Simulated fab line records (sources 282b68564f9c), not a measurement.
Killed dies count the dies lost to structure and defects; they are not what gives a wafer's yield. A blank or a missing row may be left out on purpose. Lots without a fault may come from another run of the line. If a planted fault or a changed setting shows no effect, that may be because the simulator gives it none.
fab line records ; flow rit_cmos
[record] lots = 15; wafers = 45; last_day = 7
route steps=202 shown ACTIVE@14 WELLDRIVE@50 NWELL@51 PWELL@52 GATE@92 REOX@102 M1@202
lots untouched by any fault: they come from a run of this same line in which no faults occurred
start_h: hours from the record's opening day to when the first of the lot's shown wafers began ; wait_h: hours since the lot's step before ; " identical to the entry in the row above ; L1.1+2: a single row standing in for several wafers ; - either no value or no given start ; * or withheld: withheld ; < > ~ a bound
route shown NAME@n: NAME is a module with steps in the file, n the number in the route of the first one ; usual: mean/standard deviation of fault-free wafers ; same: alike in all rows ; chamber/n: place in a boat ; sites: each site's reading ; _std_site: their standard deviation ; _edge_site: outer sites' mean less inner sites' ; radius_mm: for every site, how far away it sits from the centre of the wafer ; mask NAME#n: copy n ; behind: the last tool/chamber to shape the wafer ; hold: why the lot was held/for how many hours/how that ended ; device: the n, p or np transistor that did not switch ; end of line: tests run on the same wafers once the route is complete ; a step without rows: its recipe alone ; killed: count of dies lost to structure and defects at first sort (not the wafer's yield) ; map: a wafer's dies, marking killed ones x, the rest . and places with no die _
set.NAME: the setting the step ran with; set.NAME@STEP: the setting that earlier step ran with ; model.NAME: the simulator's own value behind a step, which no gauge read
steps of the route over a sample of lots; a table a step, a row a wafer
services: from which hour (start_h, from the record's first day; less than 0 if before it) a tool's chamber was out of use, for how many hours, and why
[[steps]]
[step RIT_ACTIVE_ETCH_13]
[recipe] stop_on = SiO2; chemistry = SF6; target = Si3N4; time_s = 210; over_etch_frac = 0.4; SF6_flow_sccm = 200; pressure_mtorr = 271.8; rf_w = 125; target_depth_a = 2100
[usual] SF6_flow_sccm = 199.9/0.64; drypump_motor_current_A = 5.8/0.41; oes_product_au = 0.817/0.013; throttle_valve_pct = 7.36/0.12
lot.wafer;tool;chamber;start_h;wait_h;SF6_flow_sccm;drypump_motor_current_A;oes_product_au;rf_hours_counter_h;throttle_valve_pct
L285.3;rie_diel-04;1;14.83;0.1;199.9;6.2;0.835;2;7.38
L285.4;rie_diel-04;0;14.83;0.1;200.8;6.0;0.813;105;7.26
L285.5;rie_diel-04;1;14.83;0.1;199.3;6.2;0.825;-;7.39
L287.1;rie_diel-01;1;24.71;0.1;199.7;6.4;0.834;162;7.47
L287.5;rie_diel-01;3;24.71;0.1;199.8;5.6;0.812;-;7.18
L287.6;rie_diel-01;0;24.71;0.1;200.4;6.0;0.810;-;7.42
L288.1;rie_diel-04;1;29.71;0.1;199.0;6.2;0.828;2;7.38
L288.2;rie_diel-04;0;29.71;0.1;200.4;6.0;0.808;105;7.28
L288.3;rie_diel-04;2;29.71;0.1;199.7;5.3;0.836;102;7.45
L289.1;rie_diel-04;2;34.71;0.1;199.0;5.3;0.836;102;7.43
L289.2;rie_diel-04;0;34.71;0.1;198.8;6.0;0.804;105;7.29
L289.5;rie_diel-04;1;34.71;0.1;200.0;6.2;0.837;-;7.42
L290.2;rie_diel-02;1;40.27;0.1;199.5;5.7;0.800;140;7.40
L290.5;rie_diel-02;0;40.27;0.1;200.3;5.7;0.801;-;7.16
L290.6;rie_diel-02;3;40.27;0.1;200.7;6.3;0.814;-;7.26
L291.2;rie_diel-01;3;44.83;0.1;200.1;5.7;0.807;159;7.19
L291.3;rie_diel-01;1;44.83;0.1;200.2;6.4;0.837;163;7.46
L291.6;rie_diel-01;2;44.83;0.1;200.9;5.4;0.796;-;7.56
L292.3;rie_diel-01;3;50.28;0.1;198.7;5.7;0.811;159;7.19
L292.5;rie_diel-01;1;50.28;0.1;199.2;6.4;0.842;-;7.47
L292.6;rie_diel-01;0;50.28;0.1;200.9;6.0;0.824;-;7.44
L296.2;rie_diel-01;1;69.92;0.1;199.9;6.4;0.838;163;7.47
L296.3;rie_diel-01;0;69.92;0.1;200.1;6.0;0.816;5;7.43
L296.6;rie_diel-01;0;69.92;0.1;201.1;5.9;0.814;-;7.43
L297.1;rie_diel-01;2;74.74;0.1;200.2;5.4;0.798;62;7.57
L297.2;rie_diel-01;1;74.74;0.1;199.6;6.4;0.830;163;7.45
L297.5;rie_diel-01;0;74.74;0.1;199.5;5.9;0.816;-;7.40
L298.3;rie_diel-04;0;79.71;0.1;200.3;6.0;0.803;106;7.28
L298.5;rie_diel-04;2;79.71;0.1;200.2;5.3;0.842;-;7.43
L298.6;rie_diel-04;1;79.71;0.1;199.9;6.2;0.833;-;7.38
L299.1;rie_diel-02;2;84.71;0.1;200.5;5.4;0.826;3;7.37
L299.3;rie_diel-02;0;84.71;0.1;198.6;5.7;0.806;133;7.17
L299.4;rie_diel-02;3;84.71;0.1;199.4;6.3;0.807;2;7.26
L300.1;rie_diel-02;2;90.46;0.1;200.0;5.4;0.831;3;7.39
L300.4;rie_diel-02;1;90.46;0.1;199.6;5.7;0.809;142;7.42
L300.5;rie_diel-02;3;90.46;0.1;200.1;6.3;0.814;-;7.26
L303.2;rie_diel-04;2;104.83;0.1;199.8;5.3;0.831;103;7.43
L303.3;rie_diel-04;0;104.83;0.1;199.8;6.0;0.807;106;7.28
L303.6;rie_diel-04;0;104.83;0.1;200.8;6.1;0.800;-;7.27
L305.1;rie_diel-02;2;114.83;0.1;199.1;5.4;0.820;4;7.38
L305.2;rie_diel-02;0;114.83;0.1;199.4;5.7;0.812;134;7.17
L305.6;rie_diel-02;1;114.83;0.1;199.7;5.7;0.805;-;7.40
L306.1;rie_diel-04;1;120.54;0.1;201.2;6.2;0.829;4;7.38
L306.3;rie_diel-04;0;120.54;0.1;199.4;6.0;0.804;106;7.29
L306.5;rie_diel-04;3;120.54;0.1;200.2;5.0;0.813;-;7.19
[step RIT_WELLDRIVE_ANNEAL_00]
[recipe] temp_c = 1100; time_s = 14700; ambient = N2
[usual] spike_tc_centre_C = 1102.0/1.7; spike_tc_load_C = 1127/3.8; spike_tc_source_C = 1122.9/1.6; tube_center_temp_C = 1100/0.1; tube_center_temp_C_max = 1102.8/0.42; zone_power_source_pct = 42/6
lot.wafer;tool;chamber;start_h;wait_h;spike_tc_centre_C;spike_tc_load_C;spike_tc_source_C;tube_center_temp_C;tube_center_temp_C_max;zone_power_source_pct
L285.3;furnace-03;0;23.46;0.0;1102.8;1132;1123.5;1099.9;1103.3;35
L285.4;furnace-03;0;23.46;0.0;1101.7;1131;1125.4;1100;1102.8;36
L285.5;furnace-03;0;23.46;0.0;1098.2;1131;1124.0;1100;1103.1;35
L287.1;furnace-02;0;33.96;0.1;1101.3;1128;1122.3;1099.8;1102.8;41
L287.5;furnace-02;0;33.96;0.1;1104.6;1127;1122.3;1100.2;1103.3;42
L287.6;furnace-02;0;33.96;0.1;1100.1;1127;1122.5;1100;1102.7;42
L288.1;furnace-04;0;38.87;0.1;1106.0;1124;1120.5;1099.9;1102.9;48
L288.2;furnace-04;0;38.87;0.1;1102.0;1122;1120.7;1100.1;1102.4;49
L288.3;furnace-04;0;38.87;0.1;1101.1;1123;1122.0;1100;1102.4;50
L289.1;furnace-04;0;44.58;0.1;1104.1;1123;1120.1;1099.9;1102.1;48
L289.2;furnace-04;0;44.58;0.1;1103.9;1123;1122.5;1099.9;1102.1;48
L289.5;furnace-04;0;44.58;0.1;1103.6;1122;1122.6;1100;1102.7;48
L290.2;furnace-02;0;48.86;0.0;1100.3;1127;1123.5;1100;1102.4;42
L290.5;furnace-02;0;48.86;0.0;1102.0;1128;1122.5;1099.8;1102.7;41
L290.6;furnace-02;0;48.86;0.0;1103.2;1127;1124.3;1099.9;1102.5;41
L291.2;furnace-04;0;52.61;0.0;1104.8;1123;1120.2;1100;1103.1;49
L291.3;furnace-04;0;52.61;0.0;1103.9;1122;1121.3;1099.9;1102.5;49
L291.6;furnace-04;0;52.61;0.0;1104.5;1123;1120.2;1099.9;1103.3;50
L292.3;furnace-03;0;58.37;0.0;1101.8;1131;1124.8;1100.1;1102.8;35
L292.5;furnace-03;0;58.37;0.0;1100.7;1133;1124.3;1100;1102.9;35
L292.6;furnace-03;0;58.37;0.0;1101.2;1132;1123.3;1100;1102.5;35
L296.2;furnace-04;0;77.72;0.0;1102.1;1123;1120.9;1099.9;1103.0;49
L296.3;furnace-04;0;77.72;0.0;1104.0;1124;1120.8;1099.9;1102.4;50
L296.6;furnace-04;0;77.72;0.0;1103.4;1122;1119.3;1100;1103.6;49
L297.1;furnace-03;0;82.90;0.6;1081.2;1114;1106.6;1081.9;1085.5;34
L297.2;furnace-03;0;82.90;0.6;1083.1;1114;1105.5;1082.1;1084.5;34
L297.5;furnace-03;0;82.90;0.6;1081.1;1112;1106.6;1082.2;1085.3;34
L298.3;furnace-03;0;88.34;0.0;1081.9;1112;1106.1;1081.9;1084.7;34
L298.5;furnace-03;0;88.34;0.0;1082.6;1111;1104.8;1082.1;1084.2;34
L298.6;furnace-03;0;88.34;0.0;1083.0;1114;1106.2;1081.8;1086.0;34
L299.1;furnace-03;0;93.44;0.1;1082.5;1111;1106.2;1082;1084.3;33
L299.3;furnace-03;0;93.44;0.1;1081.8;1113;1104.1;1082.2;1085.3;34
L299.4;furnace-03;0;93.44;0.1;1081.8;1114;1105.5;1082;1085.4;34
L300.1;furnace-04;0;98.35;0.1;1105.5;1123;1121.6;1100.1;1102.9;48
L300.4;furnace-04;0;98.35;0.1;1103.7;1124;1120.0;1100;1103.2;49
L300.5;furnace-04;0;98.35;0.1;1102.4;1124;1122.5;1100;1102.7;48
L303.2;furnace-04;0;113.43;0.3;1103.3;1122;1121.1;1100;1103.1;49
L303.3;furnace-04;0;113.43;0.3;1102.5;1123;1120.8;1100;1103.1;49
L303.6;furnace-04;0;113.43;0.3;1103.1;1122;1121.6;1099.9;1102.5;49
L305.1;furnace-04;0;122.82;0.1;1102.7;1125;1121.0;1100.1;1102.6;49
L305.2;furnace-04;0;122.82;0.1;1105.8;1123;1121.9;1100.1;1103.4;48
L305.6;furnace-04;0;122.82;0.1;1102.4;1123;1122.1;1100;1102.5;49
L306.1;furnace-04;0;128.31;0.1;1103.5;1124;1122.4;1100;1102.9;49
L306.3;furnace-04;0;128.31;0.1;1102.7;1124;1122.0;1100;1102.8;49
L306.5;furnace-04;0;128.31;0.1;1100.8;1121;1122.5;1100.1;1102.8;50
[step RIT_WELLDRIVE_RS_MEAS_01]
[recipe] thk_meas_gauge = four-point-probe
[usual] NWELL_RS = 275.8/0.91
lot.wafer;tool;chamber;start_h;wait_h;NWELL_RS[ohm/sq]
L285.3;film_metro-04;-;28.58;0.0;275.9
L285.4;film_metro-04;-;28.58;0.0;274.8
L285.5;film_metro-04;-;28.58;0.0;275.5
L287.1;film_metro-04;-;39.05;0.0;276.4
L287.5;film_metro-04;-;39.05;0.0;276.3
L287.6;film_metro-04;-;39.05;0.0;276.6
L288.1;film_metro-04;-;43.95;0.0;274.5
L288.2;film_metro-04;-;43.95;0.0;275.2
L288.3;film_metro-04;-;43.95;0.0;274.8
L289.1;film_metro-02;-;49.66;0.0;275.9
L289.2;film_metro-02;-;49.66;0.0;276.4
L289.5;film_metro-02;-;49.66;0.0;275.7
L290.2;film_metro-03;-;53.96;0.0;274.5
L290.5;film_metro-03;-;53.96;0.0;274.6
L290.6;film_metro-03;-;53.96;0.0;275.7
L291.2;film_metro-03;-;57.71;0.0;274.2
L291.3;film_metro-03;-;57.71;0.0;274.7
L291.6;film_metro-03;-;57.71;0.0;273.7
L292.3;film_metro-02;-;63.49;0.0;276.1
L292.5;film_metro-02;-;63.49;0.0;276.6
L292.6;film_metro-02;-;63.49;0.0;276.5
L296.2;film_metro-03;-;82.83;0.0;275.2
L296.3;film_metro-03;-;82.83;0.0;275.2
L296.6;film_metro-03;-;82.83;0.0;275.3
L297.1;film_metro-03;-;87.98;0.0;295.8
L297.2;film_metro-03;-;87.98;0.0;295.7
L297.5;film_metro-03;-;87.98;0.0;296.4
L298.3;film_metro-02;-;93.47;0.0;296.8
L298.5;film_metro-02;-;93.47;0.0;296.3
L298.6;film_metro-02;-;93.47;0.0;296.4
L299.1;film_metro-03;-;98.52;0.0;295.3
L299.3;film_metro-03;-;98.52;0.0;295.1
L299.4;film_metro-03;-;98.52;0.0;295.7
L300.1;film_metro-04;-;103.43;0.0;275.6
L300.4;film_metro-04;-;103.43;0.0;275.3
L300.5;film_metro-04;-;103.43;0.0;274.8
L303.2;film_metro-03;-;118.54;0.0;274.6
L303.3;film_metro-03;-;118.54;0.0;275.7
L303.6;film_metro-03;-;118.54;0.0;274.8
L305.1;film_metro-04;-;127.91;0.0;276.6
L305.2;film_metro-04;-;127.91;0.0;277.0
L305.6;film_metro-04;-;127.91;0.0;276.9
L306.1;film_metro-02;-;133.39;0.0;275.9
L306.3;film_metro-02;-;133.39;0.0;275.4
L306.5;film_metro-02;-;133.39;0.0;275.9
[step RIT_WELLDRIVE_RS_MEAS_02]
[recipe] thk_meas_gauge = four-point-probe
[usual] PWELL_RS = 429.5/1.4
lot.wafer;tool;chamber;start_h;wait_h;PWELL_RS[ohm/sq]
L285.3;film_metro-04;-;28.70;0.1;428.6
L285.4;film_metro-04;-;28.70;0.1;428.0
L285.5;film_metro-04;-;28.70;0.1;429.6
L287.1;film_metro-04;-;39.17;0.1;431.6
L287.5;film_metro-04;-;39.17;0.1;429.4
L287.6;film_metro-04;-;39.17;0.1;428.4
L288.1;film_metro-04;-;44.07;0.1;430.1
L288.2;film_metro-04;-;44.07;0.1;429.8
L288.3;film_metro-04;-;44.07;0.1;429.7
L289.1;film_metro-02;-;49.78;0.1;427.7
L289.2;film_metro-02;-;49.78;0.1;428.9
L289.5;film_metro-02;-;49.78;0.1;429.3
L290.2;film_metro-03;-;54.08;0.1;431.0
L290.5;film_metro-03;-;54.08;0.1;430.0
L290.6;film_metro-03;-;54.08;0.1;430.9
L291.2;film_metro-03;-;57.83;0.1;431.5
L291.3;film_metro-03;-;57.83;0.1;431.9
L291.6;film_metro-03;-;57.83;0.1;431.4
L292.3;film_metro-02;-;63.61;0.1;429.4
L292.5;film_metro-02;-;63.61;0.1;430.6
L292.6;film_metro-02;-;63.61;0.1;430.1
L296.2;film_metro-03;-;82.95;0.1;429.4
L296.3;film_metro-03;-;82.95;0.1;428.0
L296.6;film_metro-03;-;82.95;0.1;428.8
L297.1;film_metro-03;-;88.10;0.1;450.2
L297.2;film_metro-03;-;88.10;0.1;448.2
L297.5;film_metro-03;-;88.10;0.1;448.3
L298.3;film_metro-02;-;93.59;0.1;447.5
L298.5;film_metro-02;-;93.59;0.1;449.1
L298.6;film_metro-02;-;93.59;0.1;448.1
L299.1;film_metro-03;-;98.64;0.1;451.4
L299.3;film_metro-03;-;98.64;0.1;450.5
L299.4;film_metro-03;-;98.64;0.1;451.4
L300.1;film_metro-04;-;103.55;0.1;429.3
L300.4;film_metro-04;-;103.55;0.1;428.4
L300.5;film_metro-04;-;103.55;0.1;429.2
L303.2;film_metro-03;-;118.66;0.1;429.7
L303.3;film_metro-03;-;118.66;0.1;429.8
L303.6;film_metro-03;-;118.66;0.1;429.4
L305.1;film_metro-04;-;128.03;0.1;429.7
L305.2;film_metro-04;-;128.03;0.1;429.2
L305.6;film_metro-04;-;128.03;0.1;429.4
L306.1;film_metro-02;-;133.51;0.1;432.3
L306.3;film_metro-02;-;133.51;0.1;430.6
L306.5;film_metro-02;-;133.51;0.1;432.8
[step RIT_GATE_CD_MEAS_16]
[recipe] target_cd_nm = 150
[usual] cd_nm = 149.6/2.5
lot.wafer;tool;chamber;start_h;wait_h;cd_nm
L285.3;cd_sem-02;-;39.76;-;148.8
L285.4;cd_sem-02;-;39.76;-;153.1
L285.5;cd_sem-02;-;39.76;-;152.5
L287.1;cd_sem-02;-;48.60;-;148.8
L287.5;cd_sem-02;-;48.60;-;146.5
L287.6;cd_sem-02;-;48.60;-;146.4
L288.1;cd_sem-02;-;52.02;-;148.1
L288.2;cd_sem-02;-;52.02;-;149.8
L288.3;cd_sem-02;-;52.02;-;147.7
L289.1;cd_sem-02;-;58.49;-;144.8
L289.2;cd_sem-02;-;58.49;-;146.6
L289.5;cd_sem-02;-;58.49;-;145.9
L290.2;cd_sem-02;-;62.31;-;149.5
L290.5;cd_sem-02;-;62.31;-;149.6
L290.6;cd_sem-02;-;62.31;-;147.5
L291.2;cd_sem-01;-;65.98;-;150.7
L291.3;cd_sem-01;-;65.98;-;150.3
L291.6;cd_sem-01;-;65.98;-;150.6
L292.3;cd_sem-01;-;72.40;-;151.3
L292.5;cd_sem-01;-;72.40;-;147.8
L292.6;cd_sem-01;-;72.40;-;148.3
L296.2;cd_sem-01;-;91.60;-;150.2
L296.3;cd_sem-01;-;91.60;-;150.3
L296.6;cd_sem-01;-;91.60;-;146.4
L297.1;cd_sem-02;-;95.96;-;147.7
L297.2;cd_sem-02;-;95.96;-;150.2
L297.5;cd_sem-02;-;95.96;-;150.0
L298.3;cd_sem-01;-;102.36;-;153.3
L298.5;cd_sem-01;-;102.36;-;152.9
L298.6;cd_sem-01;-;102.36;-;153.0
L299.1;cd_sem-01;-;107.55;-;150.0
L299.3;cd_sem-01;-;107.55;-;151.3
L299.4;cd_sem-01;-;107.55;-;152.2
L300.1;cd_sem-01;-;111.74;-;147.4
L300.4;cd_sem-01;-;111.74;-;145.9
L300.5;cd_sem-01;-;111.74;-;145.4
L303.2;cd_sem-01;-;127.15;-;150.6
L303.3;cd_sem-01;-;127.15;-;149.4
L303.6;cd_sem-01;-;127.15;-;148.6
L305.1;cd_sem-02;-;137.99;-;148.1
L305.2;cd_sem-02;-;137.99;-;149.8
L305.6;cd_sem-02;-;137.99;-;148.2
L306.1;cd_sem-02;-;141.49;-;147.7
L306.3;cd_sem-02;-;141.49;-;146.9
L306.5;cd_sem-02;-;141.49;-;149.3
[step RIT_REOX_THK_MEAS_04]
[recipe] reads = SiO2_of_REOX_OXIDATION_03
[usual] REOX_OXIDE_THK = 25.2/0.39
lot.wafer;tool;chamber;start_h;wait_h;REOX_OXIDE_THK[nm]
L285.3;film_metro-04;-;43.37;0.0;25.8
L285.4;film_metro-04;-;43.37;0.0;25.1
L285.5;film_metro-04;-;43.37;0.0;25.4
L287.1;film_metro-04;-;52.22;0.0;25.1
L287.5;film_metro-04;-;52.22;0.0;25.5
L287.6;film_metro-04;-;52.22;0.0;25.4
L288.1;film_metro-04;-;55.65;0.0;25.8
L288.2;film_metro-04;-;55.65;0.0;25.9
L288.3;film_metro-04;-;55.65;0.0;25.9
L289.1;film_metro-03;-;62.11;0.0;24.9
L289.2;film_metro-03;-;62.11;0.0;24.7
L289.5;film_metro-03;-;62.11;0.0;25.1
L290.2;film_metro-02;-;66.01;0.0;24.8
L290.5;film_metro-02;-;66.01;0.0;25.2
L290.6;film_metro-02;-;66.01;0.0;24.9
L291.2;film_metro-04;-;69.62;0.0;24.9
L291.3;film_metro-04;-;69.62;0.0;25.4
L291.6;film_metro-04;-;69.62;0.0;25.6
L292.3;film_metro-03;-;76.09;0.0;25.1
L292.5;film_metro-03;-;76.09;0.0;25.1
L292.6;film_metro-03;-;76.09;0.0;25.2
L296.2;film_metro-03;-;95.22;0.0;24.6
L296.3;film_metro-03;-;95.22;0.0;24.4
L296.6;film_metro-03;-;95.22;0.0;25.2
L297.1;film_metro-04;-;99.80;0.0;25.6
L297.2;film_metro-04;-;99.80;0.0;25.1
L297.5;film_metro-04;-;99.80;0.0;25.2
L298.3;film_metro-03;-;106.10;0.0;25.0
L298.5;film_metro-03;-;106.10;0.0;25.3
L298.6;film_metro-03;-;106.10;0.0;24.8
L299.1;film_metro-02;-;111.18;0.0;25.1
L299.3;film_metro-02;-;111.18;0.0;25.4
L299.4;film_metro-02;-;111.18;0.0;25.3
L300.1;film_metro-04;-;115.37;0.0;24.9
L300.4;film_metro-04;-;115.37;0.0;25.0
L300.5;film_metro-04;-;115.37;0.0;24.6
L303.2;film_metro-03;-;130.77;0.0;24.8
L303.3;film_metro-03;-;130.77;0.0;25.0
L303.6;film_metro-03;-;130.77;0.0;24.5
L305.1;film_metro-02;-;141.61;0.0;24.7
L305.2;film_metro-02;-;141.61;0.0;24.7
L305.6;film_metro-02;-;141.61;0.0;24.5
L306.1;film_metro-03;-;145.44;0.0;25.5
L306.3;film_metro-03;-;145.44;0.0;25.3
L306.5;film_metro-03;-;145.44;0.0;25.3
[step RIT_M1_PROBE_99]
[usual] killed_at_M0_to_M3 = 0.0/0.14; killed_at_contacts = 0.0/0.22; killed_at_front_end = 6.5/3; killed_dies = 6.6/3; killed_open = 3.4/2.2; killed_short = 3.3/1.7
[same] gross_dies = 264; killed_at_M4_up = 0; killed_at_back_side = 0; killed_at_other = 0
lot.wafer;tool;chamber;start_h;wait_h;killed_at_M0_to_M3;killed_at_contacts;killed_at_front_end;killed_dies;killed_open;killed_short
L291.2;prober-01;-;86.04;0.1;0;0;4;4;2;2
L291.3;prober-01;-;86.09;0.2;0;0;6;6;2;4
L291.6;prober-01;-;86.24;0.2;0;0;3;3;1;2
L297.1;prober-01;-;116.30;0.1;0;0;5;5;3;2
L297.2;prober-01;-;116.35;0.1;0;1;4;5;2;3
L297.5;prober-01;-;116.50;0.2;0;0;9;9;5;4
L299.1;prober-01;-;127.82;0.1;0;0;10;10;6;4
L299.3;prober-01;-;127.92;0.2;0;0;4;4;2;2
L299.4;prober-01;-;127.97;0.2;0;0;6;6;3;3
// killed by level:class
L291.2 FOX2:geometric_particle:open=1 GATE:geometric_particle:short=1 REOX:geometric_particle:short=1 REOX:geometric_particle:open=1
L291.3 GATE:geometric_particle:short=2 FOX2:geometric_particle:short=1 GATE:geometric_particle:open=1 REOX:geometric_particle:short=1 REOX:geometric_particle:open=1
L291.6 FOX2:geometric_particle:short=1 GATE:geometric_particle:open=1 GATE:geometric_particle:short=1
L297.1 FOX1:geometric_particle:open=2 FOX1:geometric_particle:short=1 GATE:geometric_particle:open=1 GATE:geometric_particle:short=1
L297.2 FOX1:geometric_particle:short=1 GATE:geometric_particle:short=1 GATE:geometric_particle:open=1 REOX:geometric_particle:open=1 CONTACT:geometric_particle:short=1
L297.5 FOX1:geometric_particle:open=2 FOX2:geometric_particle:short=2 SPACER:geometric_particle:open=2 FOX1:geometric_particle:short=1 SILICIDE:geometric_particle:short=1 SILICIDE:geometric_particle:open=1
L299.1 FOX2:geometric_particle:open=2 SILICIDE:geometric_particle:short=2 SILICIDE:geometric_particle:open=2 FOX1:geometric_particle:open=1 FOX2:geometric_particle:short=1 GATE:geometric_particle:open=1 REOX:geometric_particle:short=1
L299.3 FOX1:geometric_particle:short=1 FOX1:geometric_particle:open=1 SPACER:geometric_particle:open=1 SILICIDE:geometric_particle:short=1
L299.4 FOX1:geometric_particle:short=1 GATE:geometric_particle:open=1 REOX:geometric_particle:open=1 REOX:geometric_particle:short=1 SPACER:geometric_particle:open=1 SPACER:geometric_particle:short=1
[[services]]
tool;chamber;start_h;hours;kind
furnace-02;-;2.89;1.2;repair
rie_diel-04;3;16.98;12.8;repair
rie_diel-04;0;20.65;7.6;repair
rie_diel-01;-;27.14;0.1;repair
furnace-02;-;30.56;3.4;pm
rie_diel-02;3;42.94;12.6;repair
rie_diel-01;0;59.10;5.6;repair
rie_diel-02;3;76.76;2.7;repair
rie_diel-01;-;76.79;0.7;repair
furnace-02;-;80.42;4.3;repair
rie_diel-01;1;80.48;-;clean
rie_diel-01;1;80.48;23.1;scheduled_down
rie_diel-01;1;80.48;23.1;vent_cycle
furnace-02;-;84.71;2.9;pm
furnace-03;-;98.52;3.2;pm
furnace-03;-;101.69;3.0;pm
rie_diel-01;3;103.58;-;clean
rie_diel-01;3;103.58;15.2;scheduled_down
rie_diel-01;3;103.58;15.2;vent_cycle
[[key]]
[first_sign] step = RIT_WELLDRIVE_ANNEAL_00; reading = tube_center_temp_C; direction = down; sigmas = 99+; usual = *; struck = *
[effect] step = RIT_WELLDRIVE_ANNEAL_00; reading = tube_center_temp_C_max; direction = down; sigmas = 42; usual = *; struck = *
[effect] step = RIT_WELLDRIVE_RS_MEAS_01; reading = NWELL_RS; direction = up; sigmas = 22; usual = 275.8; struck = 295.9
[effect] step = RIT_WELLDRIVE_RS_MEAS_02; reading = PWELL_RS; direction = up; sigmas = 14; usual = 429.5; struck = 449.4
met_at RIT_WELLDRIVE_ANNEAL_00
struck_lots L297,L298,L299
tester_left_out L297,L298,L299
not_acting_at RIT_ACTIVE_ETCH_13,RIT_GATE_CD_MEAS_16,RIT_REOX_THK_MEAS_04
[fault] kind = process_parameter_drift; tool = furnace-03; chamber = -; onset_h = 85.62; steps = RIT_WELLDRIVE_ANNEAL_00; channel = temp_c; offset = *; shape = step; end_h = 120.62; acts_in = *; stated = *
// tester_left_out: of these lots the tester's yield and bins aren't shown, on N5 and GAA mostly nor the transistor test; their killed dies are dies lost to structure and defects alone, not to doping, threshold or leakage, so they don't give the yield
